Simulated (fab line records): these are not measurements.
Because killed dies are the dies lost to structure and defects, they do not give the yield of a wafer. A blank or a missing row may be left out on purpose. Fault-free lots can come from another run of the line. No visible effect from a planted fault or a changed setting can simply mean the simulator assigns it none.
Check of tool commonality ; flow rit-cmos ; Lots sampled 13, wafers sampled 48

REASON FOR OPENING
Of 13 lots, 3 have the reading NWELL_TW flagged at RIT_NWELL_TW_MEAS_10. No-fault wafers: 2128, standard deviation 25.
Rule: a lot is flagged in two cases, either no wafer of it has a number, or all its wafers with numbers fall more than 4 standard deviations from that mean. The other lots count as sound.

lot;measured;on;NWELL_TW, wafer by wafer;flag
L734;day 1 21:32;film-metro-01;2085 2093 2095;
L735;day 2 03:37;film-metro-02;2145 2147 2153;
L736;day 2 11:09;film-metro-04;2142 2143 2147;
L737;day 2 15:07;film-metro-04;2142 2140 2135;
L738;day 2 22:16;film-metro-01;2104 2097 2099;
L739;day 3 01:22;film-metro-02;2672 2681 2692 2693 2674 2684;FLAGGED
L740;day 3 04:32;film-metro-01;2084 2102 2092;
L744;day 4 00:39;film-metro-01;2601 2608 2631 2594 2617 2620;FLAGGED
L745;day 4 07:36;film-metro-04;2660 2653 2664 2670 2668 2664;FLAGGED
L748;day 4 20:21;film-metro-04;2140 2143 2134;
L752;day 5 17:04;film-metro-01;2101 2089 2091;
L753;day 5 20:35;film-metro-01;2100 2107 2091;
L756;day 6 15:26;film-metro-04;2155 2158 2164;
The mean of the flagged lots' numbers is 2653, +525 from the usual (+21 standard deviations).

WHICH TOOL EACH LOT WENT THROUGH
The record keeps 1 process step preceding the reading, out of 202 steps on the route. In each cell: the tool, then ch and the chambers that the sampled wafers went through, then the start.
lot;flag;RIT_NWELL_IMPLANT_08
L734;;implanter-04 ch 0, day 1 21:15
L735;;implanter-04 ch 0, day 2 03:19
L736;;implanter-02 ch 0, day 2 10:50
L737;;implanter-02 ch 0, day 2 14:49
L738;;implanter-01 ch 0, day 2 21:59
L739;FLAGGED;implanter-04 ch 0, day 3 00:44
L740;;implanter-01 ch 0, day 3 04:13
L744;FLAGGED;implanter-02 ch 0, day 4 00:01
L745;FLAGGED;implanter-01 ch 0, day 4 06:58
L748;;implanter-04 ch 0, day 4 20:04
L752;;implanter-04 ch 0, day 5 16:45
L753;;implanter-02 ch 0, day 5 20:17
L756;;implanter-04 ch 0, day 6 15:07
What the steps here do:
- RIT_NWELL_IMPLANT_08
- RIT_NWELL_TW_MEAS_10

FLAGGED AGAINST TOTAL, ONE TOOL AT A TIME (gauges that did the reading follow at the end)
step;tool;lots run;flagged;share of the flagged lots;sound lots run after its first flagged lot
RIT_NWELL_IMPLANT_08;implanter-01;3;1;some;0
RIT_NWELL_IMPLANT_08;implanter-02;4;1;some;1 (L753)
RIT_NWELL_IMPLANT_08;implanter-04;6;1;some;3 (L748,L752,L756)
RIT_NWELL_TW_MEAS_10;film-metro-01;6;1;some;2 (L752,L753)
RIT_NWELL_TW_MEAS_10;film-metro-02;2;1;some;0
RIT_NWELL_TW_MEAS_10;film-metro-04;5;1;some;2 (L748,L756)

WHAT IS ALLOWED BY THE TABLE
No row of the table ran every flagged lot.

WHAT HAD BEEN PUT IN BY THE SIMULATOR
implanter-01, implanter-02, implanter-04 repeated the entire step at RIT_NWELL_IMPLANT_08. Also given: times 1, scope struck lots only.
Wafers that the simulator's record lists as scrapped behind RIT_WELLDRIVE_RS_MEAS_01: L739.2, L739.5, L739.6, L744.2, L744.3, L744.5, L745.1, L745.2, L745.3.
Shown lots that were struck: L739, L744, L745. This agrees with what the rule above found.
